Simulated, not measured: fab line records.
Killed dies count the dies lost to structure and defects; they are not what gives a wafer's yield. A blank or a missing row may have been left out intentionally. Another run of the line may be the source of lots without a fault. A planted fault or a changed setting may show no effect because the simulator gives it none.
Which tool was responsible?	flow berkeley-cmos170	15 lots with 45 wafers sampled at 6 steps, on a route of 331 steps

## WHAT EACH GAUGE READ, for each wafer
UCB170_PWELL_THK_MEAS_06. Usual: PWELL_NITRIDE_THK typically reads 220.4 nm, with standard deviation 2.2.
lot	measured	on	PWELL_NITRIDE_THK (nm)	flag
L956	day 2 18:22	film-metro-01	218.6 219.1 218.3	
L958	day 3 15:25	film-metro-03	219.7 219.1 218.6	
L959	day 3 15:25	film-metro-02	218.8 219.3 220.5	
L960	day 3 15:25	film-metro-01	220.2 219.3 221.4	
L961	day 4 01:55	film-metro-02	221.7 223.7 223.4	
L962	day 4 06:01	film-metro-01	220.0 220.3 221.6	
L963	day 4 08:59	film-metro-03	446.4 447.3 444.0	OFF
L964	day 4 09:18	film-metro-03	220.1 220.5 219.6	
L967	day 5 09:47	film-metro-03	440.4 443.2 440.6	OFF
L969	day 5 17:27	film-metro-02	439.4 437.9 440.0	OFF
L974	day 6 12:19	film-metro-01	219.6 219.4 218.1	
L975	day 6 20:26	film-metro-01	218.4 219.0 218.6	
L976	day 7 04:16	film-metro-03	218.9 218.9 218.9	
L978	day 7 13:22	film-metro-02	218.8 217.4 220.4	
L979	day 7 20:07	film-metro-03	221.5 221.3 222.5	

UCB170_FIELD_THK_MEAS_90. Usual: FIELD_OXIDE_LEFT_1_THK typically reads 438 nm, with standard deviation 12.
lot	measured	on	FIELD_OXIDE_LEFT_1_THK (nm)	flag
L956	day 4 12:21	film-metro-01	440 433 443	
L958	day 5 12:05	film-metro-02	441 446 444	
L959	day 5 12:05	film-metro-01	455 450 451	
L960	day 5 12:05	film-metro-03	445 444 440	
L961	day 5 23:00	film-metro-03	410 417 410	
L962	day 5 22:56	film-metro-01	426 434 433	
L964	day 5 22:58	film-metro-03	444 438 435	
L974	day 8 17:46	film-metro-01	440 441 443	
L975	day 8 17:47	film-metro-03	448 450 454	
L976	day 9 02:43	film-metro-01	429 450 434	
L978	day 9 15:17	film-metro-03	452 445 456	
L979	day 10 05:32	film-metro-02	446 436 443	

## WHAT TOOL EACH LOT RAN ON (gives the tool, then ch and the chambers of the sampled wafers, and finally the start)
lot	UCB170_ZERO_ETCH_06	UCB170_ZERO_STRIP_07	UCB170_PWELL_CVD_05	UCB170_PWELL_ETCH_14
L956	rie-diel-04 ch 0,2,3, day 1 16:17	plasma-asher-04 ch 0,1, day 1 16:19	lpcvd-02 ch 1, day 2 16:28	rie-diel-01 ch 0,1, day 2 20:38
L958	rie-diel-01 ch 0,1,3, day 2 07:09	plasma-asher-04 ch 0,1, day 2 07:11	lpcvd-02 ch 0, day 3 13:29	rie-diel-03 ch 1,2,3, day 3 16:41
L959	rie-diel-03 ch 0,2,3, day 2 12:32	plasma-asher-03 ch 0,1, day 2 12:34	lpcvd-02 ch 1, day 3 13:29	rie-diel-02 ch 0,2, day 3 17:01
L960	rie-diel-04 ch 0,1,2, day 2 16:15	plasma-asher-03 ch 0,1, day 2 16:16	lpcvd-02 ch 1, day 3 13:29	rie-diel-01 ch 0,1,3, day 3 16:53
L961	rie-diel-03 ch 0,1,3, day 2 22:20	plasma-asher-01 ch 0,1, day 2 22:21	lpcvd-02 ch 1, day 3 23:59	rie-diel-03 ch 1,2,3, day 4 03:23
L962	rie-diel-03 ch 0,2,3, day 3 03:10	plasma-asher-03 ch 0,1, day 3 03:11	lpcvd-01 ch 0, day 4 04:05	rie-diel-01 ch 2,3, day 4 07:26
L963	rie-diel-01 ch 1,3, day 3 06:47	plasma-asher-01 ch 0,1, day 3 06:48	lpcvd-01 ch 0, day 4 04:05 and lpcvd-02 ch 0, day 4 07:04	rie-diel-02 ch 2,3, day 4 10:19
L964	rie-diel-03 ch 0,1,2, day 3 10:34	plasma-asher-01 ch 0,1, day 3 10:38	lpcvd-01 ch 0, day 4 07:22	rie-diel-02 ch 1,3, day 4 10:13
L967	rie-diel-01 ch 0,1,3, day 4 02:01	plasma-asher-04 ch 0,1, day 4 02:03	lpcvd-01 ch 1, day 5 02:22 and lpcvd-02 ch 1, day 5 06:10	rie-diel-03 ch 0,2, day 5 11:05
L969	rie-diel-03 ch 0,2,3, day 4 12:50	plasma-asher-01 ch 0,1, day 4 12:51	lpcvd-02 ch 1, day 5 13:26	rie-diel-03 ch 1,2,3, day 5 18:32
L974	rie-diel-01 ch 0,1,3, day 5 12:05	plasma-asher-03 ch 0,1, day 5 12:07	lpcvd-02 ch 0, day 6 10:23	rie-diel-01 ch 1,3, day 6 13:53
L975	rie-diel-01 ch 0,1,3, day 5 16:01	plasma-asher-01 ch 0,1, day 5 16:04	lpcvd-01 ch 1, day 6 18:30	rie-diel-01 ch 0,2,3, day 6 21:29
L976	rie-diel-04 ch 0,2, day 6 01:08	plasma-asher-01 ch 0,1, day 6 01:10	lpcvd-02 ch 0, day 7 02:17	rie-diel-01 ch 0,2,3, day 7 05:22
L978	rie-diel-01 ch 0,2,3, day 6 09:45	plasma-asher-04 ch 0,1, day 6 09:47	lpcvd-02 ch 0, day 7 11:28	rie-diel-01 ch 0,2,3, day 7 14:41
L979	rie-diel-04 ch 0,1,3, day 6 14:13	plasma-asher-03 ch 0,1, day 6 14:14	lpcvd-02 ch 1, day 7 18:11	rie-diel-02 ch 0,2,3, day 7 21:17
- UCB170_ZERO_ETCH_06: etches SiO2 in CHF3/CF4/Ar, time 12 s.
- UCB170_ZERO_STRIP_07: strips in O2.
- UCB170_PWELL_CVD_05: deposits Si3N4 from SiH2Cl2/NH3, target thk 220 nm, time 3300 s.
- UCB170_PWELL_ETCH_14: etches Si3N4 in CH3F/Ar/O2, stops on SiO2, target depth 242 nm, time 151 s.

## WHAT THE TOOLS THEMSELVES READ (means of the sampled wafers that have a number; where no wafer has one, the mark that the record gives instead)
UCB170_ZERO_ETCH_06. Usual: CHF3_flow_sccm 49.99 sccm, standard deviation 0.14; chamber-pressure-mTorr 99.99 mTorr, standard deviation 0.094; drypump-motor-current-A 5.9 A, standard deviation 0.46; oes-product-au 0.618 a.u., standard deviation 0.0092; throttle-valve-pct 9.26 %, standard deviation 0.12.
lot	tool	CHF3_flow_sccm (sccm)	chamber-pressure-mTorr (mTorr)	drypump-motor-current-A (A)	oes-product-au (a.u.)	throttle-valve-pct (%)	flag
L956	rie-diel-04	49.99	100.01	6.1	0.619	9.19	
L958	rie-diel-01	50.07	100.02	6.0	0.617	9.31	
L959	rie-diel-03	50.03	100.09	5.8	0.613	9.31	
L960	rie-diel-04	49.95	99.99	6.1	0.616	9.26	
L961	rie-diel-03	49.89	100.07	5.5	0.618	9.29	
L962	rie-diel-03	49.88	100.05	5.7	0.618	9.31	
L963	rie-diel-01	49.86	99.99	6.1	0.617	9.21	
L964	rie-diel-03	49.98	99.92	5.8	0.625	9.34	
L967	rie-diel-01	50.11	100.00	6.0	0.617	9.30	
L969	rie-diel-03	49.87	99.99	5.8	0.622	9.31	
L974	rie-diel-01	50.03	99.96	6.1	0.612	9.30	
L975	rie-diel-01	49.90	99.95	6.0	0.619	9.31	
L976	rie-diel-04	49.83	99.89	6.2	0.616	9.17	
L978	rie-diel-01	50.06	99.98	6.2	0.612	9.26	
L979	rie-diel-04	49.87	100.07	5.9	0.612	9.28	

UCB170_ZERO_STRIP_07. Usual: chamber-pressure-mTorr 3500 mTorr, standard deviation 3.3; drypump-motor-current-A 5.6 A, standard deviation 0.52; oes-product-au 0.727 a.u., standard deviation 0.0049; strip-time-to-endpoint-s 21.69 s, standard deviation 0.047.
lot	tool	chamber-pressure-mTorr (mTorr)	drypump-motor-current-A (A)	oes-product-au (a.u.)	strip-time-to-endpoint-s (s)	flag
L956	plasma-asher-04	3501	5.1	0.725	21.69	
L958	plasma-asher-04	3501	5.1	0.729	21.75	
L959	plasma-asher-03	3499	5.6	0.729	21.68	
L960	plasma-asher-03	3503	5.6	0.728	21.74	
L961	plasma-asher-01	3502	5.6	0.726	21.70	
L962	plasma-asher-03	3500	5.6	0.727	21.70	
L963	plasma-asher-01	3504	5.7	0.726	21.71	
L964	plasma-asher-01	3501	5.7	0.729	21.72	
L967	plasma-asher-04	3503	5.2	0.731	21.68	
L969	plasma-asher-01	3499	6.2	0.728	21.63	
L974	plasma-asher-03	3499	5.6	0.729	21.66	
L975	plasma-asher-01	3502	5.7	0.729	21.63	
L976	plasma-asher-01	3505	5.7	0.720	21.69	
L978	plasma-asher-04	3498	5.2	0.725	21.69	
L979	plasma-asher-03	3500	5.6	0.729	21.69	

UCB170_PWELL_CVD_05. Usual: sih2cl2-flow-sccm 25.00 sccm, standard deviation 0.076.
lot	tool	sih2cl2-flow-sccm (sccm)	flag
L956	lpcvd-02	25.02	
L958	lpcvd-02	24.94	
L959	lpcvd-02	25.04	
L960	lpcvd-02	25.02	
L961	lpcvd-02	24.88	
L962	lpcvd-01	24.98	
L963	lpcvd-01/lpcvd-02	25.06	
L964	lpcvd-01	25.01	
L967	lpcvd-01/lpcvd-02	24.95	
L969	lpcvd-02	25.00	
L974	lpcvd-02	25.02	
L975	lpcvd-01	25.05	
L976	lpcvd-02	25.03	
L978	lpcvd-02	24.99	
L979	lpcvd-02	24.89	

UCB170_PWELL_ETCH_14. Usual: chamber-pressure-mTorr 50.01 mTorr, standard deviation 0.049; drypump-motor-current-A 6.0 A, standard deviation 0.42; oes-product-au 0.936 a.u., standard deviation 0.015; throttle-valve-pct 8.05 %, standard deviation 0.14.
lot	tool	chamber-pressure-mTorr (mTorr)	drypump-motor-current-A (A)	oes-product-au (a.u.)	throttle-valve-pct (%)	flag
L956	rie-diel-01	49.96	5.7	0.929	8.17	
L958	rie-diel-03	50.04	5.6	0.935	8.12	
L959	rie-diel-02	50.06	6.1	0.945	8.07	
L960	rie-diel-01	50.03	6.0	0.933	8.11	
L961	rie-diel-03	50.00	5.6	0.947	8.12	
L962	rie-diel-01	49.98	6.5	0.941	8.01	
L963	rie-diel-02	50.05	5.7	0.972	8.11	
L964	rie-diel-02	49.93	6.3	0.917	7.87	
L967	rie-diel-03	50.01	5.9	1.016	8.15	OFF
L969	rie-diel-03	49.97	5.6	1.007	8.12	OFF
L974	rie-diel-01	50.00	6.1	0.939	8.03	
L975	rie-diel-01	50.00	6.2	0.928	8.07	
L976	rie-diel-01	49.99	6.2	0.929	8.08	
L978	rie-diel-01	50.05	6.2	0.932	8.06	
L979	rie-diel-02	50.05	6.0	0.939	8.02	

## THE ANSWER, worked out from the rows above alone
Rule: a lot is off if the mean of its wafers that have a number lies more than 3 standard deviations from the usual mean. Also off: a lot with no number at a reading for which 4 or more lots have one. All remaining lots with rows at the step are treated as sound. The gauges are gone through in route order, then the tools' own readings, and for those a lot's mean is taken as printed above. At the first step where some lot is off, the reading lying furthest off is the one used; lots without a number count as furthest.
Off: L963, L967, L969, seen at UCB170_PWELL_THK_MEAS_06 (PWELL_NITRIDE_THK).
If a tool, at a process step before that reading, ran all the lots that are off and no sound lot after the first of them, it fits. Gauges at UCB170_PWELL_THK_MEAS_06: tried the same way as those tools. Of those tried, none fits.

## WHAT THE SIMULATOR PUT IN
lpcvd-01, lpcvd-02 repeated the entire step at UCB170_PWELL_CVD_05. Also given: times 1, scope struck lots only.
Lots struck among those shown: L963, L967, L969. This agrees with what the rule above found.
